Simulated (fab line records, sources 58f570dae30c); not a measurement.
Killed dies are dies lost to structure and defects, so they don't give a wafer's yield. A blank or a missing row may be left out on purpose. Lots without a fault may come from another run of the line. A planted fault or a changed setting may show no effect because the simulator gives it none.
Tool commonality check | flow berkeley_cmos170 | 15 lots, 45 wafers sampled

WHY IT WAS OPENED
At UCB170_PVT_TW_MEAS_09 the reading PVT_TW is flagged on 3 of 15 lots. Wafers without a fault read 505, standard deviation 4.6.
Rule: a lot is flagged when every wafer of it that has a number lies more than 4 standard deviations from that mean, or none has a number. The other lots count as sound.

lot  | measured     | on            | PVT_TW, wafer by wafer | flag
L673 | day 6 11:07  | film_metro-01 | 503 503 506            |
L674 | day 7 01:59  | film_metro-04 | 508 510 511            |
L675 | day 7 19:54  | film_metro-04 | 509 508 509            |
L678 | day 7 20:08  | film_metro-01 | 506 504 505            |
L676 | day 7 20:23  | film_metro-03 | 502 499 503            |
L681 | day 9 13:42  | film_metro-01 | 30 30 30               | FLAGGED
L685 | day 10 09:58 | film_metro-04 | 30 30 30               | FLAGGED
L684 | day 10 10:28 | film_metro-03 | 29 29 30               | FLAGGED
L688 | day 10 21:47 | film_metro-03 | 500 496 497            |
L687 | day 10 21:54 | film_metro-01 | 505 504 501            |
L690 | day 11 18:59 | film_metro-03 | 503 502 501            |
L691 | day 12 06:46 | film_metro-01 | 504 501 504            |
L692 | day 12 06:52 | film_metro-04 | 510 510 509            |
L693 | day 12 16:21 | film_metro-03 | 502 505 507            |
L694 | day 12 16:47 | film_metro-03 | 502 505 501            |
The numbers of the flagged lots are 30 on average: -475 against the usual, or -99 or more standard deviations.

WHICH TOOL RAN EACH LOT
The record holds 2 process steps before the reading, out of a route of 331 steps. In each cell: the tool, then ch and the chambers that the sampled wafers went through, then the start.
lot  | flag    | UCB170_NVT_STRIP_08                  | UCB170_PVT_STRIP_08
L673 |         | plasma_asher-01 ch 0,1, day 6 09:19  | plasma_asher-03 ch 0,1, day 6 11:01
L674 |         | plasma_asher-01 ch 0,1, day 7 00:31  | plasma_asher-04 ch 0,1, day 7 01:52
L675 |         | plasma_asher-04 ch 0,1, day 7 18:17  | plasma_asher-04 ch 0,1, day 7 19:48
L678 |         | plasma_asher-01 ch 0,1, day 7 18:26  | plasma_asher-03 ch 0,1, day 7 20:02
L676 |         | plasma_asher-04 ch 0,1, day 7 18:40  | plasma_asher-02 ch 0,1, day 7 20:17
L681 | FLAGGED | plasma_asher-03 ch 0,1, day 9 11:53  | plasma_asher-04 ch 0,1, day 9 13:36
L685 | FLAGGED | plasma_asher-03 ch 0,1, day 10 05:06 | plasma_asher-04 ch 0,1, day 10 09:52
L684 | FLAGGED | plasma_asher-04 ch 0,1, day 10 05:20 | plasma_asher-04 ch 0,1, day 10 10:22
L688 |         | plasma_asher-03 ch 0,1, day 10 18:53 | plasma_asher-02 ch 0,1, day 10 21:41
L687 |         | plasma_asher-03 ch 0,1, day 10 19:00 | plasma_asher-03 ch 0,1, day 10 21:47
L690 |         | plasma_asher-04 ch 0,1, day 11 17:23 | plasma_asher-02 ch 0,1, day 11 18:53
L691 |         | plasma_asher-03 ch 0,1, day 12 03:20 | plasma_asher-04 ch 0,1, day 12 06:41
L692 |         | plasma_asher-04 ch 0,1, day 12 03:33 | plasma_asher-03 ch 0,1, day 12 06:46
L693 |         | plasma_asher-04 ch 0,1, day 12 12:58 | plasma_asher-03 ch 0,1, day 12 16:15
L694 |         | plasma_asher-03 ch 0,1, day 12 13:30 | plasma_asher-03 ch 0,1, day 12 16:41
What these steps do:
- UCB170_NVT_STRIP_08: strips in O2.
- UCB170_PVT_STRIP_08: strips in O2.
- UCB170_PVT_TW_MEAS_09

FLAGGED OVER TOTAL, TOOL BY TOOL (the gauges that took the reading come last)
step                  | tool            | lots run | flagged | share of the flagged lots | sound lots run after its first flagged lot
UCB170_NVT_STRIP_08   | plasma_asher-01 | 3        | 0       | none                      | -
UCB170_NVT_STRIP_08   | plasma_asher-03 | 6        | 2       | some                      | 4 (L688,L687,L691,L694)
UCB170_NVT_STRIP_08   | plasma_asher-04 | 6        | 1       | some                      | 3 (L690,L692,L693)
UCB170_PVT_STRIP_08   | plasma_asher-02 | 3        | 0       | none                      | -
UCB170_PVT_STRIP_08   | plasma_asher-03 | 6        | 0       | none                      | -
UCB170_PVT_STRIP_08   | plasma_asher-04 | 6        | 3       | all                       | 1 (L691)
UCB170_PVT_TW_MEAS_09 | film_metro-01   | 5        | 1       | some                      | 2 (L687,L691)
UCB170_PVT_TW_MEAS_09 | film_metro-03   | 6        | 1       | some                      | 4 (L688,L690,L693,L694)
UCB170_PVT_TW_MEAS_09 | film_metro-04   | 4        | 1       | some                      | 1 (L692)

WHAT THE TABLE ALLOWS
1 row of the table ran every flagged lot: plasma_asher-04 at UCB170_PVT_STRIP_08.
- plasma_asher-04 at UCB170_PVT_STRIP_08: 3 of its 6 lots flagged. Sound lots ran on it after the first flagged one (L691), which a lasting fault on the whole tool wouldn't allow. Its own readings lie more than 4 standard deviations out on every wafer of the flagged lots: strip_time_to_endpoint_s.
No row of the table ran every flagged lot and no sound lot after the first.

WHAT THE SIMULATOR HAD PUT IN
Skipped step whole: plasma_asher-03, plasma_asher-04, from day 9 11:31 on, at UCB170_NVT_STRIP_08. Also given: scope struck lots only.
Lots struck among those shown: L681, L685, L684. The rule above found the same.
